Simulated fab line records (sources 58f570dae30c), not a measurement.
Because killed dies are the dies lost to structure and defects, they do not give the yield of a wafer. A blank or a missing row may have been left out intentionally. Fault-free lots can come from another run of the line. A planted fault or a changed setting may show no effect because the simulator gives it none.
Which tool was responsible? | flow berkeley cmos170 | Sampling: 12 lots, 36 wafers, 4 of 331 route steps

## WHAT EACH GAUGE READ, for each wafer
UCB170_M3_BOW_MEAS_20. Usual: for M3_BOW the level is 34 um and the standard deviation is 7.4.
lot  | measured     | on            | M3_BOW (um) | flag
L992 | day 8 18:44  | film metro-04 | 36 26 32    |
L993 | day 8 18:40  | film metro-01 | 37 33 23    |
L994 | day 9 07:14  | film metro-01 | 35 47 45    |
L997 | day 9 18:20  | film metro-04 | 28 29 33    |
L101 | day 10 08:53 | film metro-01 | 24 32 33    |
L102 | day 10 19:41 | film metro-01 | 34 36 35    |
L103 | day 10 15:35 | film metro-01 | 49 53 48    |
L104 | day 11 00:33 | film metro-01 | 18 30 44    |
L106 | day 11 20:22 | film metro-04 | 36 32 25    |
L107 | day 11 20:06 | film metro-02 | 31 40 51    |
L108 | day 11 18:50 | film metro-04 | 30 47 42    |
L109 | day 11 14:46 | film metro-04 | 45 43 32    |

## EACH LOT AND THE TOOL THAT RAN IT (in order: tool; ch and the chambers of the sampled wafers; start)
lot  | UCB170_SCREENOX_OXIDATION_01 | UCB170_M2_STRIP_19                   | UCB170_V2_CMP_02
L992 | furnace-02 ch 0, day 6 02:26 | plasma asher-02 ch 0,1, day 8 10:10  | cmp-02 ch 0,1,3, day 8 10:38
L993 | furnace-02 ch 0, day 6 02:26 | plasma asher-02 ch 0,1, day 8 10:44  | cmp-02 ch 0,1,3, day 8 11:24
L994 | furnace-02 ch 0, day 6 12:43 | plasma asher-01 ch 0,1, day 9 01:38  | cmp-02 ch 1,2,3, day 9 02:08
L997 | furnace-04 ch 0, day 6 20:26 | plasma asher-01 ch 0, day 9 11:26    | cmp-02 ch 0,1,3, day 9 11:58
L101 | furnace-04 ch 0, day 7 21:49 | plasma asher-03 ch 0,1, day 10 02:23 | cmp-01 ch 0,1, day 10 02:52
L102 | furnace-02 ch 0, day 8 04:58 | plasma asher-03 ch 0,1, day 10 13:33 | cmp-01 ch 0,1,3, day 10 13:58
L103 | furnace-02 ch 0, day 8 04:58 | plasma asher-01 ch 0,1, day 10 09:35 | cmp-01 ch 0,2,3, day 10 10:01
L104 | furnace-02 ch 0, day 8 17:49 | plasma asher-02 ch 0,1, day 10 19:12 | cmp-01 ch 0,2,3, day 10 19:41
L106 | furnace-04 ch 0, day 9 02:29 | plasma asher-02 ch 0,1, day 11 11:59 | cmp-02 ch 0,1,2, day 11 12:32
L107 | furnace-04 ch 0, day 9 02:29 | plasma asher-01 ch 0,1, day 11 11:38 | cmp-01 ch 0,1,3, day 11 12:07
L108 | furnace-04 ch 0, day 9 02:29 | plasma asher-01 ch 0, day 11 10:19   | cmp-01 ch 1,2,3, day 11 10:44
L109 | furnace-04 ch 0, day 9 02:29 | plasma asher-01 ch 0,1, day 11 08:49 | cmp-02 ch 0,2,3, day 11 09:14
- UCB170_SCREENOX_OXIDATION_01: target thk 14.4 nm, ox time 2400 s.
- UCB170_M2_STRIP_19: strips in O2.
- UCB170_V2_CMP_02: polishes SiO2.

## AS READ BY THE TOOLS THEMSELVES (means over the sampled wafers that have a number; for cases with no such wafer, the mark the record gives instead)
UCB170_SCREENOX_OXIDATION_01. Usual: tube center temp C 900 C, standard deviation 0.083; zone power centre pct 43 %, standard deviation 3.
lot  | tool       | tube center temp C (C) | zone power centre pct (%) | flag
L992 | furnace-02 | 900                    | 45                        |
L993 | furnace-02 | 900                    | 45                        |
L994 | furnace-02 | 900                    | 45                        |
L997 | furnace-04 | 900                    | 39                        |
L101 | furnace-04 | 900                    | 39                        |
L102 | furnace-02 | 900                    | 46                        |
L103 | furnace-02 | 900                    | 45                        |
L104 | furnace-02 | 900                    | 45                        |
L106 | furnace-04 | 900                    | 39                        |
L107 | furnace-04 | 900                    | 39                        |
L108 | furnace-04 | 900                    | 39                        |
L109 | furnace-04 | 900                    | 39                        |

UCB170_M2_STRIP_19. Usual: drypump motor current A 5.6 A, standard deviation 0.45; oes product au 0.546 a.u., standard deviation 0.012.
lot  | tool            | drypump motor current A (A) | oes product au (a.u.) | flag
L992 | plasma asher-02 | 6.0                         | 0.539                 |
L993 | plasma asher-02 | 5.6                         | 0.539                 |
L994 | plasma asher-01 | 5.4                         | 0.540                 |
L997 | plasma asher-01 | 5.5                         | 0.551                 |
L101 | plasma asher-03 | 5.5                         | 0.545                 |
L102 | plasma asher-03 | 5.4                         | 0.541                 |
L103 | plasma asher-01 | 5.5                         | 0.557                 |
L104 | plasma asher-02 | 6.0                         | 0.554                 |
L106 | plasma asher-02 | 5.6                         | 0.538                 |
L107 | plasma asher-01 | 5.4                         | 0.542                 |
L108 | plasma asher-01 | 5.5                         | 0.548                 |
L109 | plasma asher-01 | 5.4                         | 0.541                 |

UCB170_V2_CMP_02. Usual: motor current A at 16.8 A, with a standard deviation of 1.2.
lot  | tool   | motor current A (A) | flag
L992 | cmp-02 | 17.3                |
L993 | cmp-02 | 17.6                |
L994 | cmp-02 | 17.2                |
L997 | cmp-02 | 17.3                |
L101 | cmp-01 | 16.0                |
L102 | cmp-01 | 16.1                |
L103 | cmp-01 | 17.3                |
L104 | cmp-01 | 16.4                |
L106 | cmp-02 | 16.2                |
L107 | cmp-01 | 16.2                |
L108 | cmp-01 | 16.6                |
L109 | cmp-02 | 17.2                |

## THE ANSWER, worked out from the rows above alone
Rule: a lot is off if the mean of its wafers that have a number lies more than 3 standard deviations from the usual mean. Also off: a lot with no number at a reading for which 4 or more lots have one. The other lots that the step has rows for count as sound. The gauges are gone through in route order, then the tools' own readings, and for those a lot's mean is taken as printed above. The first step at which some lot is off is used, and at that step the reading that is off furthest; a lot without a number counts as furthest.
Nothing can be told from this: no lot is off at any reading shown.

## WHAT WAS PUT IN BY THE SIMULATOR
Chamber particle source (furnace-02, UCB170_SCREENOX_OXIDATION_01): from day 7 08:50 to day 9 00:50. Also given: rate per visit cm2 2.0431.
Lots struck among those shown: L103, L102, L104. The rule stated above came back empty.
